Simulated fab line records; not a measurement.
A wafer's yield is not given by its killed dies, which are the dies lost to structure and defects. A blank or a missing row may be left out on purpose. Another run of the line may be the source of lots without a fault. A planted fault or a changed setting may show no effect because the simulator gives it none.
fab line records	flow rit-cmos	part 1 of 2: steps 1 to 31 of 43
record lots=5	wafers=15	last-day=6
route steps=202 shown GATE@91 REOX@98 NLDD@103 PLDD@114 SPACER@125 NSD@131
lots that met no fault: from a run of the same line without faults
start-h: start of the lot's first displayed wafer, in hours after the record's first day	wait-h: hours elapsed since this lot's preceding step	" same as the row above	L1.1+2: one row covering several wafers at once	- either no value or no given start	* or withheld: withheld	< > ~ a bound
route shown NAME@n: a module of which the file shows steps, and the number in the route of the first	usual: the fault-free wafers' mean and standard deviation	same: alike in all rows	chamber/n: place in a boat	sites: each site's reading	_std_site: the standard deviation of these	_edge_site: mean of outer sites minus mean of inner sites	radius-mm: how far each site lies from the wafer's centre	mask NAME#n: copy n	behind: the last tool/chamber to shape the wafer	hold: reason for holding the lot/hours on hold/outcome of the hold	device: the transistor (n, p or np) that didn't switch	end of line: tests of these same wafers at the route's end	a step given without rows: its recipe and nothing more	killed: at the first sort, the dies lost to defects and structure; wafer yield is something else	map: shows each die of a wafer: x if killed, . if not, _ if none is there
set.NAME: the setting that was run; set.NAME@STEP: the one run at that earlier step	model.NAME: the simulator's own value behind a step, which no gauge read
lots at selected steps of the route; one table per step, one row per wafer
services: when a tool's chamber went out of use (start-h, in hours from the record's first day, below 0 if earlier), for how many hours, and the reason
## steps
# step RIT_GATE_DEVELOP_15
# recipe resist=NOVOLAK	develop-time-s=50	dev-temp-c=23
lot.wafer	tool	chamber	start-h	wait-h
L077.3+4+6	litho-track-02	0	-	-
L081.1+2+6	litho-track-03	0	-	-
L083.1+2+6	litho-track-02	0	-	-
L084.2+3+4	litho-track-03	0	-	-
L089.2+4+5	litho-track-03	0	-	-
# step RIT_GATE_CD_MEAS_16
# recipe target-cd-nm=150
# usual cd-nm=150.9/2.5
lot.wafer	tool	chamber	start-h	wait-h	cd-nm
L077.3	cd-sem-02	-	54.96	-	147.6
L077.4	"	-	"	"	148.6
L077.6	"	-	"	"	150.2
L081.1	cd-sem-02	-	72.75	-	151.9
L081.2	"	-	"	"	153.3
L081.6	"	-	"	"	152.8
L083.1	cd-sem-01	-	81.78	-	152.8
L083.2	"	-	"	"	152.4
L083.6	"	-	"	"	151.4
L084.2	cd-sem-01	-	86.85	-	148.4
L084.3	"	-	"	"	146.8
L084.4	"	-	"	"	147.9
L089.2	cd-sem-01	-	112.49	-	151.9
L089.4	"	-	"	"	150.0
L089.5	"	-	"	"	149.4
# step RIT_GATE_OVL_MEAS_17
# usual GATE_OVL=0.1/1.8
lot.wafer	tool	chamber	start-h	wait-h	GATE_OVL[nm]
L077.3	overlay-02	-	55.06	0.1	0.1
L077.4	"	-	"	"	-0.9
L077.6	"	-	"	"	-0.2
L081.1	overlay-01	-	72.87	0.1	2.3
L081.2	"	-	"	"	2.5
L081.6	"	-	"	"	2.6
L083.1	overlay-02	-	81.90	0.1	-2.9
L083.2	"	-	"	"	-3.5
L083.6	"	-	"	"	-2.5
L084.2	overlay-02	-	86.96	0.1	-1.7
L084.3	"	-	"	"	0.4
L084.4	"	-	"	"	-1.3
L089.2	overlay-01	-	112.60	0.1	1.5
L089.4	"	-	"	"	0.0
L089.5	"	-	"	"	2.2
# step RIT_GATE_HARDBAKE_18
# recipe resist=NOVOLAK	temp-c=140	time-s=60
# usual heater-power-total-W=62.54/0.051
lot.wafer	tool	chamber	start-h	wait-h	heater-power-total-W
L077.3	litho-track-04	0	55.32	0.3	62.59
L077.4	"	0	"	"	62.63
L077.6	"	0	"	"	62.57
L081.1	litho-track-03	0	72.91	0.0	62.59
L081.2	"	0	"	"	62.63
L081.6	"	0	"	"	62.61
L083.1	litho-track-04	0	81.94	0.0	62.59
L083.2	"	0	"	"	62.55
L083.6	"	0	"	"	62.62
L084.2	litho-track-04	0	87.10	0.1	62.49
L084.3	"	0	"	"	62.53
L084.4	"	0	"	"	62.57
L089.2	litho-track-03	0	112.65	0.0	62.47
L089.4	"	0	"	"	62.54
L089.5	"	0	"	"	62.52
# step RIT_GATE_ETCH_19
# recipe chemistry=SF6/CHF3/O2	time-s=165	SF6_flow_sccm=30	CHF3_flow_sccm=30	O2_flow_sccm=5	target=poly-Si	pressure-mtorr=40	rf-w=160	target-depth-a=3125	over-etch-frac=0.25	stop-on=SiO2
# usual O2_flow_sccm=5.000/0.014	chamber-pressure-mTorr=40.00/0.037	drypump-motor-current-A=5.41/0.29	oes-product-au=0.854/0.012	throttle-valve-pct=10.25/0.089
lot.wafer	tool	chamber	start-h	wait-h	O2_flow_sccm	chamber-pressure-mTorr	drypump-motor-current-A	oes-product-au	rf-hours-counter-h	throttle-valve-pct
L077.3	rie-si-01	2	55.42	0.1	4.990	39.97	5.36	0.860	24	10.17
L077.4	"	1	"	"	5.018	40.02	5.49	0.840	122	10.41
L077.6	"	2	"	"	4.985	40.02	5.38	0.855	-	10.14
L081.1	rie-si-01	2	73.06	0.1	5.004	39.98	5.37	0.866	24	10.17
L081.2	"	1	"	"	5.002	39.98	5.50	0.852	123	10.40
L081.6	"	1	"	"	5.001	39.96	5.48	0.856	-	10.41
L083.1	rie-si-01	3	82.09	0.1	5.033	39.95	5.28	0.848	72	10.27
L083.2	"	1	"	"	5.009	39.94	5.51	0.852	123	10.41
L083.6	"	0	"	"	4.996	40.05	4.81	0.850	-	10.21
L084.2	rie-si-02	1	87.23	0.1	5.007	39.93	5.33	0.853	3	10.20
L084.3	"	3	"	"	4.998	39.95	5.57	0.839	154	10.14
L084.4	"	2	"	"	5.004	40.01	5.64	0.884	65	10.35
L089.2	rie-si-01	1	112.78	0.1	5.006	40.00	5.47	0.851	123	10.41
L089.4	"	2	"	"	4.978	39.99	5.37	0.866	25	10.18
L089.5	"	0	"	"	5.009	40.02	4.82	0.851	-	10.21
# step RIT_GATE_STRIP_20
# recipe chemistry=O2	time-s=180	resist=NOVOLAK	platen-temp-c=withheld	power-w=500	pressure-mtorr=4000	o2-flow-sccm=4000
# usual chamber-pressure-mTorr=4000/4.5	drypump-motor-current-A=5.69/0.27	o2-flow-sccm=4001/13
lot.wafer	tool	chamber	start-h	wait-h	chamber-pressure-mTorr	drypump-motor-current-A	o2-flow-sccm	rf-hours-counter-h
L077.3	plasma-asher-04	1	55.58	0.1	3997	5.69	4004	-
L077.4	"	0	"	"	3998	5.98	4017	-
L077.6	"	0	"	"	3998	5.98	4012	-
L081.1	plasma-asher-04	0	73.16	0.1	3999	5.97	3993	46
L081.2	"	1	"	"	4001	5.67	4006	46
L081.6	"	1	"	"	4003	5.70	4013	-
L083.1	plasma-asher-02	0	82.20	0.1	3997	5.32	4019	31
L083.2	"	1	"	"	4002	5.90	4002	31
L083.6	"	1	"	"	4001	5.91	3983	-
L084.2	plasma-asher-03	0	87.34	0.1	4000	5.43	3992	42
L084.3	"	1	"	"	4000	5.96	4015	-
L084.4	"	0	"	"	4002	5.44	4017	-
L089.2	plasma-asher-02	1	112.89	0.1	3997	5.90	4022	34
L089.4	"	0	"	"	4007	5.29	3985	-
L089.5	"	0	"	"	3999	5.27	3982	-
# step RIT_GATE_CD_MEAS_90
# recipe target-cd-nm=150
# usual cd-nm=150.9/2.5
lot.wafer	tool	chamber	start-h	wait-h	cd-nm
L077.3	cd-sem-01	-	55.74	0.1	147.8
L077.4	"	-	"	"	148.8
L077.6	"	-	"	"	150.1
L081.1	cd-sem-01	-	73.34	0.1	151.6
L081.2	"	-	"	"	153.4
L081.6	"	-	"	"	152.9
L083.1	cd-sem-01	-	82.37	0.1	152.7
L083.2	"	-	"	"	151.9
L083.6	"	-	"	"	151.6
L084.2	cd-sem-02	-	87.53	0.1	148.5
L084.3	"	-	"	"	147.4
L084.4	"	-	"	"	148.1
L089.2	cd-sem-02	-	113.08	0.1	152.0
L089.4	"	-	"	"	149.6
L089.5	"	-	"	"	149.7
# step RIT_REOX_CLEAN_00
# recipe chemistry=SC1	mix=3:3:50	time-s=600	temp-c=75
lot.wafer	tool	chamber	start-h	wait-h
L077.3+4+6	wet-bench-02	1	55.82	0.1
L081.1+2+6	wet-bench-01	3	73.46	0.1
L083.1+2+6	wet-bench-01	0	82.49	0.1
L084.2+3+4	wet-bench-03	2	87.63	0.1
L089.2+4+5	wet-bench-02	0	113.18	0.1
# step RIT_REOX_CLEAN_01
# recipe chemistry=dHF	dilution=50:1	time-s=30
lot.wafer	tool	chamber	start-h	wait-h
L077.3+4+6	wet-bench-01	0	56.00	0.0
L081.1+2+6	wet-bench-03	0	73.63	0.0
L083.1+2+6	wet-bench-03	3	82.67	0.0
L084.2+3+4	wet-bench-01	2	87.98	0.0
L089.2+4+5	wet-bench-01	0	113.36	0.0
# step RIT_REOX_CLEAN_02
# recipe chemistry=SC2	mix=3:3:50	time-s=600	temp-c=75	dry=n2-spin
lot.wafer	tool	chamber	start-h	wait-h
L077.3+4+6	wet-bench-02	2	56.01	0.0
L081.1+2+6	wet-bench-02	3	73.65	0.0
L083.1+2+6	wet-bench-01	1	82.70	0.0
L084.2+3+4	wet-bench-03	3	88.00	0.0
L089.2+4+5	wet-bench-03	0	113.37	0.0
# step RIT_REOX_OXIDATION_03
# recipe temp-c=900	ambient=O2	target-thk-a=252	ox-time-s=5580
# usual ox-temp-c-max=903.8/1.5
lot.wafer	tool	chamber	start-h	wait-h	ox-temp-c-max
L077.3	furnace-04	0	56.19	0.0	902.4
L077.4	"	0	"	"	903.1
L077.6	"	0	"	"	903.8
L081.1	furnace-02	0	74.15	0.3	902.2
L081.2	"	0	"	"	903.0
L081.6	"	0	"	"	902.5
L083.1	furnace-01	0	83.49	0.6	906.4
L083.2	"	0	"	"	905.8
L083.6	"	0	"	"	904.7
L084.2	furnace-01	0	89.21	0.9	906.6
L084.3	"	0	"	"	906.8
L084.4	"	0	"	"	906.3
L089.2	furnace-02	0	113.56	0.0	902.1
L089.4	"	0	"	"	902.5
L089.5	"	0	"	"	902.6
# step RIT_REOX_THK_MEAS_04
# recipe reads=SiO2_of_REOX_OXIDATION_03
# usual REOX_OXIDE_THK=25.2/0.55
lot.wafer	tool	chamber	start-h	wait-h	REOX_OXIDE_THK[nm]
L077.3	film-metro-02	-	58.76	0.0	24.4
L077.4	"	-	"	"	24.6
L077.6	"	-	"	"	24.6
L081.1	film-metro-02	-	76.70	0.0	25.2
L081.2	"	-	"	"	24.8
L081.6	"	-	"	"	25.2
L083.1	film-metro-01	-	86.04	0.0	25.4
L083.2	"	-	"	"	25.5
L083.6	"	-	"	"	25.1
L084.2	film-metro-04	-	91.77	0.0	25.6
L084.3	"	-	"	"	25.0
L084.4	"	-	"	"	25.6
L089.2	film-metro-04	-	116.12	0.0	26.3
L089.4	"	-	"	"	26.9
L089.5	"	-	"	"	26.0
# step RIT_NLDD_HMDS_00
# recipe prime-time-s=60	prime-temp-c=140
# same prime-time-s=60
lot.wafer	tool	chamber	start-h	wait-h
L077.3+4+6	litho-track-03	0	58.85	0.1
L081.1+2+6	litho-track-03	0	76.76	0.1
L083.1+2+6	litho-track-03	0	86.10	0.1
L084.2+3+4	litho-track-02	0	91.85	0.1
L089.2+4+5	litho-track-01	0	116.20	0.1
# step RIT_NLDD_COAT_01
# recipe resist=NOVOLAK	spin-rpm=3250	resist-thk-nm=1000
lot.wafer	tool	chamber	start-h	wait-h
L077.3+4+6	litho-track-03	0	59.00	0.1
L081.1+2+6	litho-track-03	0	76.91	0.1
L083.1+2+6	litho-track-03	0	86.25	0.1
L084.2+3+4	litho-track-02	0	92.00	0.1
L089.2+4+5	litho-track-01	0	116.35	0.1
# step RIT_NLDD_SOFTBAKE_02
# recipe resist=NOVOLAK	temp-c=90	time-s=60
# usual heater-power-total-W=34.57/0.051
lot.wafer	tool	chamber	start-h	wait-h	heater-power-total-W
L077.3	litho-track-03	0	59.15	0.1	34.48
L077.4	"	0	"	"	34.50
L077.6	"	0	"	"	34.62
L081.1	litho-track-03	0	77.06	0.1	34.59
L081.2	"	0	"	"	34.64
L081.6	"	0	"	"	34.63
L083.1	litho-track-03	0	86.40	0.1	34.62
L083.2	"	0	"	"	34.48
L083.6	"	0	"	"	34.57
L084.2	litho-track-02	0	92.15	0.1	34.52
L084.3	"	0	"	"	34.60
L084.4	"	0	"	"	34.46
L089.2	litho-track-01	0	116.50	0.1	34.58
L089.4	"	0	"	"	34.58
L089.5	"	0	"	"	34.53
# step RIT_NLDD_EXPOSE_03
# recipe mask-id=M7	na=0.57	target-cd-nm=40700	dose-mj=250
lot.wafer	tool	chamber	start-h	wait-h	mask
L077.3+4+6	iline-stepper-01	0	59.29	0.1	M7#0
L081.1+2+6	iline-stepper-02	0	77.21	0.1	M7#0
L083.1+2+6	iline-stepper-01	0	86.55	0.1	M7#0
L084.2+3+4	iline-stepper-01	0	92.29	0.1	M7#0
L089.2+4+5	iline-stepper-02	0	116.64	0.1	M7#0
# step RIT_NLDD_PEB_04
# recipe resist=NOVOLAK	temp-c=withheld	time-s=withheld
lot.wafer	tool	chamber	start-h	wait-h
L077.3+4+6	litho-track-01	0	59.41	0.1
L081.1+2+6	litho-track-01	0	77.32	0.1
L083.1+2+6	litho-track-01	0	86.68	0.1
L084.2+3+4	litho-track-02	0	92.41	0.1
L089.2+4+5	litho-track-01	0	116.77	0.1
# step RIT_NLDD_DEVELOP_05
# recipe resist=NOVOLAK	develop-time-s=50	dev-temp-c=23
lot.wafer	tool	chamber	start-h	wait-h
L077.3+4+6	litho-track-01	0	-	-
L081.1+2+6	litho-track-01	0	-	-
L083.1+2+6	litho-track-01	0	-	-
L084.2+3+4	litho-track-02	0	-	-
L089.2+4+5	litho-track-01	0	-	-
# step RIT_NLDD_OVL_MEAS_06
# usual NLDD_OVL=-0.1/1.2
lot.wafer	tool	chamber	start-h	wait-h	NLDD_OVL[nm]
L077.3	overlay-01	-	59.66	-	-2.1
L077.4	"	-	"	"	1.3
L077.6	"	-	"	"	-0.5
L081.1	overlay-02	-	77.61	-	1.0
L081.2	"	-	"	"	2.2
L081.6	"	-	"	"	0.5
L083.1	overlay-01	-	86.96	-	-0.3
L083.2	"	-	"	"	-1.7
L083.6	"	-	"	"	-0.5
L084.2	overlay-02	-	92.68	-	-1.4
L084.3	"	-	"	"	-0.4
L084.4	"	-	"	"	-0.7
L089.2	overlay-02	-	117.03	-	-0.4
L089.4	"	-	"	"	-1.7
L089.5	"	-	"	"	0.0
# step RIT_NLDD_HARDBAKE_07
# recipe resist=NOVOLAK	temp-c=140	time-s=60
# usual heater-power-total-W=62.55/0.045
lot.wafer	tool	chamber	start-h	wait-h	heater-power-total-W
L077.3	litho-track-01	0	59.73	0.1	62.58
L077.4	"	0	"	"	62.45
L077.6	"	0	"	"	62.63
L081.1	litho-track-01	0	77.64	0.0	62.54
L081.2	"	0	"	"	62.56
L081.6	"	0	"	"	62.57
L083.1	litho-track-02	0	87.12	0.2	62.59
L083.2	"	0	"	"	62.57
L083.6	"	0	"	"	62.57
L084.2	litho-track-01	0	92.73	0.0	62.55
L084.3	"	0	"	"	62.56
L084.4	"	0	"	"	62.50
L089.2	litho-track-02	0	117.08	0.0	62.53
L089.4	"	0	"	"	62.53
L089.5	"	0	"	"	62.53
# step RIT_NLDD_IMPLANT_08
# recipe species=P	energy-kev=20	dose-cm2=5e+14	tilt-deg=7
# usual end-station-pressure-torr=6.3e-06/3.2e-07
# same implant-ion-amu=31
lot.wafer	tool	chamber	start-h	wait-h	end-station-pressure-torr
L077.3	implanter-04	0	59.88	0.1	6e-06
L077.4	"	0	"	"	6.5e-06
L077.6	"	0	"	"	6.7e-06
L081.1	implanter-02	0	77.79	0.1	6e-06
L081.2	"	0	"	"	6e-06
L081.6	"	0	"	"	6.3e-06
L083.1	implanter-02	0	87.27	0.1	6.3e-06
L083.2	"	0	"	"	6.4e-06
L083.6	"	0	"	"	6.8e-06
L084.2	implanter-04	0	92.88	0.1	6.7e-06
L084.3	"	0	"	"	6e-06
L084.4	"	0	"	"	6.5e-06
L089.2	implanter-02	0	117.23	0.1	6.1e-06
L089.4	"	0	"	"	6.1e-06
L089.5	"	0	"	"	5.8e-06
# step RIT_NLDD_STRIP_09
# recipe chemistry=O2	time-s=180	resist=NOVOLAK	platen-temp-c=withheld	power-w=500	pressure-mtorr=4000	o2-flow-sccm=4000
# usual chamber-pressure-mTorr=4001/3.8	drypump-motor-current-A=5.74/0.29	o2-flow-sccm=4000/12
lot.wafer	tool	chamber	start-h	wait-h	chamber-pressure-mTorr	drypump-motor-current-A	o2-flow-sccm	rf-hours-counter-h
L077.3	plasma-asher-03	0	60.04	0.1	4002	5.47	4001	-
L077.4	"	1	"	"	4000	5.94	4004	-
L077.6	"	1	"	"	4002	5.97	4016	-
L081.1	plasma-asher-03	0	77.94	0.1	4003	5.47	4004	41
L081.2	"	1	"	"	3995	5.92	3984	41
L081.6	"	1	"	"	3999	5.96	3985	-
L083.1	plasma-asher-04	1	87.42	0.1	4007	5.68	3982	48
L083.2	"	0	"	"	4003	6.00	4024	48
L083.6	"	1	"	"	3996	5.68	4000	-
L084.2	plasma-asher-01	0	93.01	0.1	4008	6.13	4012	42
L084.3	"	0	"	"	3997	6.12	4004	-
L084.4	"	1	"	"	3999	5.29	3979	-
L089.2	plasma-asher-03	1	117.36	0.1	3996	5.94	4012	46
L089.4	"	1	"	"	4007	5.95	4011	-
L089.5	"	0	"	"	4006	5.44	3977	-
# step RIT_NLDD_TW_MEAS_10
# usual NLDD_TW=2485/26
lot.wafer	tool	chamber	start-h	wait-h	NLDD_TW
L077.3	film-metro-01	-	60.18	0.1	2494
L077.4	"	-	"	"	2512
L077.6	"	-	"	"	2508
L081.1	film-metro-04	-	78.12	0.1	2451
L081.2	"	-	"	"	2456
L081.6	"	-	"	"	2449
L083.1	film-metro-01	-	87.60	0.1	2495
L083.2	"	-	"	"	2506
L083.6	"	-	"	"	2511
L084.2	film-metro-01	-	93.19	0.1	2508
L084.3	"	-	"	"	2509
L084.4	"	-	"	"	2496
L089.2	film-metro-01	-	117.54	0.1	2519
L089.4	"	-	"	"	2489
L089.5	"	-	"	"	2510
# step RIT_PLDD_HMDS_00
# recipe prime-time-s=60	prime-temp-c=140
# same prime-time-s=60
lot.wafer	tool	chamber	start-h	wait-h
L077.3+4+6	litho-track-04	0	60.27	0.1
L081.1+2+6	litho-track-01	0	78.18	0.1
L083.1+2+6	litho-track-01	0	87.66	0.1
L084.2+3+4	litho-track-04	0	93.27	0.1
L089.2+4+5	litho-track-04	0	117.62	0.1
# step RIT_PLDD_COAT_01
# recipe resist=NOVOLAK	spin-rpm=3250	resist-thk-nm=1000
lot.wafer	tool	chamber	start-h	wait-h
L077.3+4+6	litho-track-04	0	60.42	0.1
L081.1+2+6	litho-track-01	0	78.33	0.1
L083.1+2+6	litho-track-01	0	87.81	0.1
L084.2+3+4	litho-track-04	0	93.42	0.1
L089.2+4+5	litho-track-04	0	117.77	0.1
# step RIT_PLDD_SOFTBAKE_02
# recipe resist=NOVOLAK	temp-c=90	time-s=60
# usual heater-power-total-W=34.56/0.05
lot.wafer	tool	chamber	start-h	wait-h	heater-power-total-W
L077.3	litho-track-04	0	60.57	0.1	34.55
L077.4	"	0	"	"	34.55
L077.6	"	0	"	"	34.58
L081.1	litho-track-01	0	78.48	0.1	34.60
L081.2	"	0	"	"	34.53
L081.6	"	0	"	"	34.49
L083.1	litho-track-01	0	87.96	0.1	34.64
L083.2	"	0	"	"	34.53
L083.6	"	0	"	"	34.62
L084.2	litho-track-04	0	93.57	0.1	34.61
L084.3	"	0	"	"	34.54
L084.4	"	0	"	"	34.57
L089.2	litho-track-04	0	117.92	0.1	34.60
L089.4	"	0	"	"	34.60
L089.5	"	0	"	"	34.55
# step RIT_PLDD_EXPOSE_03
# recipe mask-id=M8	na=0.57	target-cd-nm=40900	dose-mj=250
lot.wafer	tool	chamber	start-h	wait-h	mask
L077.3+4+6	iline-stepper-01	0	60.83	0.2	M8#0
L081.1+2+6	iline-stepper-02	0	78.75	0.2	M8#0
L083.1+2+6	iline-stepper-01	0	88.23	0.2	M8#0
L084.2+3+4	iline-stepper-02	0	93.84	0.2	M8#0
L089.2+4+5	iline-stepper-01	0	118.19	0.2	M8#0
# step RIT_PLDD_PEB_04
# recipe resist=NOVOLAK	temp-c=withheld	time-s=withheld
lot.wafer	tool	chamber	start-h	wait-h
L077.3+4+6	litho-track-02	0	60.96	0.1
L081.1+2+6	litho-track-02	0	78.87	0.1
L083.1+2+6	litho-track-02	0	88.35	0.1
L084.2+3+4	litho-track-02	0	93.96	0.1
L089.2+4+5	litho-track-04	0	118.31	0.1
# step RIT_PLDD_DEVELOP_05
# recipe resist=NOVOLAK	develop-time-s=50	dev-temp-c=23
lot.wafer	tool	chamber	start-h	wait-h
L077.3+4+6	litho-track-02	0	-	-
L081.1+2+6	litho-track-02	0	-	-
L083.1+2+6	litho-track-02	0	-	-
L084.2+3+4	litho-track-02	0	-	-
L089.2+4+5	litho-track-04	0	-	-
# step RIT_PLDD_OVL_MEAS_06
# usual PLDD_OVL=-0.3/1.4
lot.wafer	tool	chamber	start-h	wait-h	PLDD_OVL[nm]
L077.3	overlay-02	-	61.20	-	-1.9
L077.4	"	-	"	"	-2.9
L077.6	"	-	"	"	-1.9
L081.1	overlay-02	-	79.15	-	-1.1
L081.2	"	-	"	"	-1.2
L081.6	"	-	"	"	-0.6
L083.1	overlay-02	-	88.63	-	0.1
L083.2	"	-	"	"	-1.7
L083.6	"	-	"	"	0.3
L084.2	overlay-01	-	94.22	-	-0.1
L084.3	"	-	"	"	1.5
L084.4	"	-	"	"	2.2
L089.2	overlay-02	-	118.58	-	1.4
L089.4	"	-	"	"	1.8
L089.5	"	-	"	"	0.0
# step RIT_PLDD_HARDBAKE_07
# recipe resist=NOVOLAK	temp-c=140	time-s=60
# usual heater-power-total-W=62.55/0.053
lot.wafer	tool	chamber	start-h	wait-h	heater-power-total-W
L077.3	litho-track-02	0	61.28	0.1	62.59
L077.4	"	0	"	"	62.52
L077.6	"	0	"	"	62.54
L081.1	litho-track-02	0	79.19	0.0	62.66
L081.2	"	0	"	"	62.54
L081.6	"	0	"	"	62.56
L083.1	litho-track-04	0	88.67	0.0	62.57
L083.2	"	0	"	"	62.44
L083.6	"	0	"	"	62.56
L084.2	litho-track-01	0	94.35	0.1	62.62
L084.3	"	0	"	"	62.60
L084.4	"	0	"	"	62.63
L089.2	litho-track-01	0	118.84	0.3	62.57
L089.4	"	0	"	"	62.52
L089.5	"	0	"	"	62.61
